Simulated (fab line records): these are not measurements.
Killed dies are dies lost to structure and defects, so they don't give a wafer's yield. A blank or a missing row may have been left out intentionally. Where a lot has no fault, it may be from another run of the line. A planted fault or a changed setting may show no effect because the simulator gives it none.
Which tool did it?	flow berkeley-cmos170	42 wafers from 14 lots sampled at 4 of the route's 331 steps

## WHAT EACH GAUGE READ, for each wafer
UCB170_NWELL_OVL_MEAS_12. Usual: for NWELL_OVL the level is -3 nm and the standard deviation is 6.5.
lot	measured	on	NWELL_OVL (nm)	flag
L942	day 2 10:14	overlay-02	11 -1 4	
L943	day 2 20:55	overlay-02	0 1 -13	
L944	day 2 21:08	overlay-02	-5 -10 -4	
L945	day 3 05:21	overlay-01	-2 -1 2	
L947	day 3 12:13	overlay-01	-1 7 5	
L948	day 3 15:47	overlay-01	-16 -13 1	
L950	day 4 01:34	overlay-02	-15 -14 -3	
L951	day 4 01:46	overlay-02	-2 1 -8	
L953	day 4 18:18	overlay-01	-9 1 -7	
L955	day 5 00:05	overlay-02	3 2 1	
L956	day 5 09:47	overlay-02	-9 1 -12	
L960	day 6 05:48	overlay-02	-12 -1 3	
L963	day 7 02:53	overlay-02	3 -6 14	
L965	day 7 11:29	overlay-02	-5 -4 -6	

UCB170_PLDD_OVL_MEAS_07. Usual: for PLDD_OVL the level is -1 nm and the standard deviation is 5.3.
lot	measured	on	PLDD_OVL (nm)	flag
L942	day 6 22:42	overlay-01	-7 -1 -9	
L943	day 6 23:26	overlay-01	2 4 -2	
L944	day 6 22:58	overlay-01	-3 -7 2	
L945	day 8 00:11	overlay-02	1 -2 11	
L947	day 8 00:58	overlay-02	-3 -14 -4	
L948	day 7 23:53	overlay-01	-5 -7 5	
L950	day 8 17:07	overlay-02	-3 4 -8	
L951	day 8 16:53	overlay-01	0 -2 -14	
L953	day 9 17:34	overlay-01	-4 0 1	
L955	day 9 17:55	overlay-02	-2 -2 -2	
L956	day 10 06:28	overlay-02	172 179 166	OFF
L960	day 11 05:15	overlay-01	168 178 181	OFF
L963	day 12 04:05	overlay-01	4 -4 4	
L965	day 12 04:12	overlay-02	0 0 -3	

UCB170_PLDD_TW_MEAS_11. Usual: for PLDD_TW the level is 1014 and the standard deviation is 7.4.
lot	measured	on	PLDD_TW	flag
L942	day 6 23:08	film-metro-03	1012 1009 1002	
L943	day 6 23:52	film-metro-04	1009 1008 1010	
L944	day 6 23:24	film-metro-01	1018 1019 1020	
L945	day 8 00:38	film-metro-01	1023 1015 1023	
L947	day 8 01:25	film-metro-04	1004 1008 1004	
L948	day 8 00:19	film-metro-01	1025 1026 1021	
L950	day 8 17:39	film-metro-03	1012 1013 1009	
L951	day 8 17:20	film-metro-01	1025 1021 1026	
L953	day 9 18:01	film-metro-01	1020 1020 1021	
L955	day 9 18:23	film-metro-04	1010 1014 1007	
L956	day 10 06:55	film-metro-01	1021 1019 1023	
L960	day 11 05:41	film-metro-01	1011 1014 1010	
L963	day 12 04:32	film-metro-01	1021 1019 1018	
L965	day 12 04:38	film-metro-04	1010 1005 1009	

## EACH LOT AND THE TOOL THAT RAN IT (in order: tool; ch and the chambers of the sampled wafers; start)
lot	UCB170_PLDD_EXPOSE_03
L942	krf-scanner-02 ch 0, day 6 22:12
L943	krf-scanner-02 ch 0, day 6 22:48
L944	krf-scanner-02 ch 0, day 6 22:17
L945	krf-scanner-01 ch 0, day 7 23:06
L947	krf-scanner-01 ch 0, day 7 23:52
L948	krf-scanner-01 ch 0, day 7 22:26
L950	krf-scanner-02 ch 0, day 8 16:38
L951	krf-scanner-01 ch 0, day 8 16:22
L953	krf-scanner-02 ch 0, day 9 16:50
L955	krf-scanner-02 ch 0, day 9 17:10
L956	krf-scanner-01 ch 0, day 10 05:53
L960	krf-scanner-01 ch 0, day 11 04:09
L963	krf-scanner-02 ch 0, day 12 03:05
L965	krf-scanner-02 ch 0, day 12 03:11
- UCB170_PLDD_EXPOSE_03: exposes mask PSELECT, target cd 1200 nm.

## AS READ BY THE TOOLS THEMSELVES (means over the sampled wafers that have a number; for cases with no such wafer, the mark the record gives instead)
UCB170_PLDD_EXPOSE_03. Usual: stage-vel-mm-s 500.03 mm/s, standard deviation 0.28.
lot	tool	stage-vel-mm-s (mm/s)	flag
L942	krf-scanner-02	499.93	
L943	krf-scanner-02	499.92	
L944	krf-scanner-02	500.11	
L945	krf-scanner-01	500.11	
L947	krf-scanner-01	500.18	
L948	krf-scanner-01	499.64	
L950	krf-scanner-02	500.48	
L951	krf-scanner-01	500.13	
L953	krf-scanner-02	500.20	
L955	krf-scanner-02	499.95	
L956	krf-scanner-01	499.86	
L960	krf-scanner-01	499.88	
L963	krf-scanner-02	499.54	
L965	krf-scanner-02	500.27	

## THE ANSWER, worked out from the rows above alone
Rule: a lot is off if the mean of its wafers that have a number lies more than 3 standard deviations from the usual mean. A lot without any number at a reading at which 4 lots or more have one is off too. Any other lot the step has rows for is counted as sound. The gauges are gone through in route order, then the tools' own readings, and for those a lot's mean is taken as printed above. The first step at which some lot is off is used, and at that step the reading that is off furthest; a lot without a number counts as furthest.
Off: L956, L960, seen at UCB170_PLDD_OVL_MEAS_07 (PLDD_OVL).
A tool fits if, at a process step before that reading, it ran every lot that is off, and no sound lot after the first of them. Those tools and the gauges at UCB170_PLDD_OVL_MEAS_07 are tried in the same way. One fits: krf-scanner-01 at UCB170_PLDD_EXPOSE_03. A fault onset in the window from L951 (day 8 16:22, its last sound lot) to L956 (day 10 05:53, its first lot off) fits.

## WHAT HAD BEEN PUT IN BY THE SIMULATOR
Scanner matching overlay: krf-scanner-01, from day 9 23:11 on, at UCB170_PLDD_EXPOSE_03. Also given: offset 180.
Struck lots among those shown: L956, L960. The rule above found the same.
